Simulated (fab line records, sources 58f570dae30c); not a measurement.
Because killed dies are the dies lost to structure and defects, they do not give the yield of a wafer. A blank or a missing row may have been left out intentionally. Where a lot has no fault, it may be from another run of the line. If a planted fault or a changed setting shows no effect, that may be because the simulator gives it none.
Split-lot trial / flow berkeley-cmos170 / on a route of 331 steps: 5 lots, 27 wafers read

== SPLIT DETAILS ==
At UCB170_M1_SPUTTER_00 (material Al, target thk 600 nm, time 80 s), the setting time-s was moved away from the recipe's 80 s on 6 of the 27 wafers read, by -49.9% to +31.6%. All remaining wafers had this setting at the recipe value.

== FROM THE SPLIT TO THE READING: what the file shows between them, 5 steps ==
- UCB170_M1_RS_MEAS_01: measures by four-point-probe
- UCB170_M1_THK_MEAS_02: measures by xrf
- UCB170_M1_COAT_03
- UCB170_M1_COAT_04: resist thk 900 nm
- UCB170_M1_ETCH_11: etches BARC in N2/H2

== THE READING ==
oes-product-au, in a.u., at UCB170_M1_METAL_ETCH_12 (etches Al in Cl2/BCl3, stops on PSG, target depth 780 nm, time 130 s). A value of 0.854 a.u. with a standard deviation of 0.009 a.u. is what fault-free wafers of this fab line usually give.

wafer=L074.1; tool, chamber at the split=pvd-sputter-04, -; time-s as run, s=80; against the recipe=recipe; oes-product-au, a.u.=0.866; against lot-mates on the recipe=-
wafer=L074.2; tool, chamber at the split=pvd-sputter-04, -; time-s as run, s=80; against the recipe=recipe; oes-product-au, a.u.=0.862; against lot-mates on the recipe=-
wafer=L074.3; tool, chamber at the split=pvd-sputter-04, -; time-s as run, s=80; against the recipe=recipe; oes-product-au, a.u.=0.855; against lot-mates on the recipe=-
wafer=L074.4; tool, chamber at the split=pvd-sputter-04, -; time-s as run, s=80; against the recipe=recipe; oes-product-au, a.u.=0.859; against lot-mates on the recipe=-
wafer=L074.5; tool, chamber at the split=pvd-sputter-04, -; time-s as run, s=80; against the recipe=recipe; oes-product-au, a.u.=0.862; against lot-mates on the recipe=-
wafer=L074.6; tool, chamber at the split=pvd-sputter-04, -; time-s as run, s=80; against the recipe=recipe; oes-product-au, a.u.=0.869; against lot-mates on the recipe=-
wafer=L076.1; tool, chamber at the split=pvd-sputter-01, -; time-s as run, s=105.3; against the recipe=+31.6%; oes-product-au, a.u.=0.968; against lot-mates on the recipe=+0.124
wafer=L076.2; tool, chamber at the split=pvd-sputter-01, -; time-s as run, s=80; against the recipe=recipe; oes-product-au, a.u.=0.847; against lot-mates on the recipe=-
wafer=L076.3; tool, chamber at the split=pvd-sputter-01, -; time-s as run, s=80; against the recipe=recipe; oes-product-au, a.u.=0.848; against lot-mates on the recipe=-
wafer=L076.4; tool, chamber at the split=pvd-sputter-01, -; time-s as run, s=105.3; against the recipe=+31.6%; oes-product-au, a.u.=0.971; against lot-mates on the recipe=+0.127
wafer=L076.5; tool, chamber at the split=pvd-sputter-01, -; time-s as run, s=80; against the recipe=recipe; oes-product-au, a.u.=0.838; against lot-mates on the recipe=-
wafer=L076.6; tool, chamber at the split=pvd-sputter-01, -; time-s as run, s=105.3; against the recipe=+31.6%; oes-product-au, a.u.=0.971; against lot-mates on the recipe=+0.127
wafer=L075.1; tool, chamber at the split=pvd-sputter-04, -; time-s as run, s=40.12; against the recipe=-49.9%; oes-product-au, a.u.=0.629; against lot-mates on the recipe=-0.230
wafer=L075.2; tool, chamber at the split=pvd-sputter-04, -; time-s as run, s=80; against the recipe=recipe; oes-product-au, a.u.=0.861; against lot-mates on the recipe=-
wafer=L075.3; tool, chamber at the split=pvd-sputter-04, -; time-s as run, s=40.12; against the recipe=-49.9%; oes-product-au, a.u.=0.624; against lot-mates on the recipe=-0.235
wafer=L075.4; tool, chamber at the split=pvd-sputter-04, -; time-s as run, s=80; against the recipe=recipe; oes-product-au, a.u.=0.861; against lot-mates on the recipe=-
wafer=L075.5; tool, chamber at the split=pvd-sputter-04, -; time-s as run, s=80; against the recipe=recipe; oes-product-au, a.u.=0.856; against lot-mates on the recipe=-
wafer=L075.6; tool, chamber at the split=pvd-sputter-04, -; time-s as run, s=40.12; against the recipe=-49.9%; oes-product-au, a.u.=0.629; against lot-mates on the recipe=-0.230
wafer=L079.1; tool, chamber at the split=pvd-sputter-01, -; time-s as run, s=80; against the recipe=recipe; oes-product-au, a.u.=0.858; against lot-mates on the recipe=-
wafer=L079.2; tool, chamber at the split=pvd-sputter-01, -; time-s as run, s=80; against the recipe=recipe; oes-product-au, a.u.=0.864; against lot-mates on the recipe=-
wafer=L079.3; tool, chamber at the split=pvd-sputter-01, -; time-s as run, s=80; against the recipe=recipe; oes-product-au, a.u.=0.863; against lot-mates on the recipe=-
wafer=L079.4; tool, chamber at the split=pvd-sputter-01, -; time-s as run, s=80; against the recipe=recipe; oes-product-au, a.u.=0.854; against lot-mates on the recipe=-
wafer=L079.5; tool, chamber at the split=pvd-sputter-01, -; time-s as run, s=80; against the recipe=recipe; oes-product-au, a.u.=0.860; against lot-mates on the recipe=-
wafer=L079.6; tool, chamber at the split=pvd-sputter-01, -; time-s as run, s=80; against the recipe=recipe; oes-product-au, a.u.=0.855; against lot-mates on the recipe=-
wafer=L081.3; tool, chamber at the split=pvd-sputter-03, -; time-s as run, s=80; against the recipe=recipe; oes-product-au, a.u.=0.831; against lot-mates on the recipe=-
wafer=L081.4; tool, chamber at the split=pvd-sputter-03, -; time-s as run, s=80; against the recipe=recipe; oes-product-au, a.u.=0.849; against lot-mates on the recipe=-
wafer=L081.6; tool, chamber at the split=pvd-sputter-03, -; time-s as run, s=80; against the recipe=recipe; oes-product-au, a.u.=0.836; against lot-mates on the recipe=-

THE FIT
A straight line over all 27 wafers: oes-product-au changes by +0.00428 a.u. for each +1% of time-s; r = +0.99; the points scatter about the line by 0.012 a.u.
The same after taking each lot's own level away (the mean of its wafers on the recipe; 27 wafers): +0.00444 a.u. for each +1%; r = +1.00; scatter 0.0071 a.u.
According to that fit, moving time-s by its largest amount changes the reading by 0.22 a.u.
Across the lots, their own levels run from 0.8387 to 0.8622 a.u., a range of 2.6 times the standard deviation given above.
The two slopes agree, so the slope changes little with the lot-to-lot level.
Check: with one of the wafers moved furthest among these (-49.9%) left out of the fit, the line predicts -0.222 a.u. for it against its lot-mates. Against them it came out at -0.23 a.u.

== THESE WAFERS: OTHER SPLITS ==
Other splits were also applied to these wafers ahead of the reading. Each is held against what the fit with the lots' levels taken away leaves over:
other split on the same wafers=UCB170_START_OXIDATION_02 ox-time-s; wafers away from the commonest value=18; r with oes-product-au (lot level and that fit taken away)=-0.18
other split on the same wafers=UCB170_SPACER_CVD_00 time-s; wafers away from the commonest value=6; r with oes-product-au (lot level and that fit taken away)=-0.12
other split on the same wafers=UCB170_NSD_DEVELOP_05 develop-time-s; wafers away from the commonest value=9; r with oes-product-au (lot level and that fit taken away)=+0.34

== THE WHOLE CHAIN: every reading that the file lists as answering this split, in the file's order ==
step=UCB170_M1_SPUTTER_00; what it does=material Al, target thk 600 nm, time 80 s; reading=Al_of_M1_SPUTTER_00.thk-nm (the simulator's own value, which no gauge read); change (the file's fit)=+6 nm for each +1% of the setting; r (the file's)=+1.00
step=UCB170_M1_RS_MEAS_01; what it does=measures by four-point-probe; reading=M1_AL_RS; change (the file's fit)=-0.000835 for each +1% of the setting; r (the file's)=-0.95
step=UCB170_M1_THK_MEAS_02; what it does=measures by xrf; reading=M1_AL_THK; change (the file's fit)=+5.89 for each +1% of the setting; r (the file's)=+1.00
step=UCB170_M1_METAL_ETCH_12; what it does=etches Al in Cl2/BCl3, stops on PSG, target depth 780 nm, time 130 s; reading=oes-product-au; change (the file's fit)=+0.00446 a.u. for each +1% of the setting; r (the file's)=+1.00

== FILE'S OWN FIT ==
oes-product-au changes by +0.00446 a.u. for each +1% of time-s, r = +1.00.
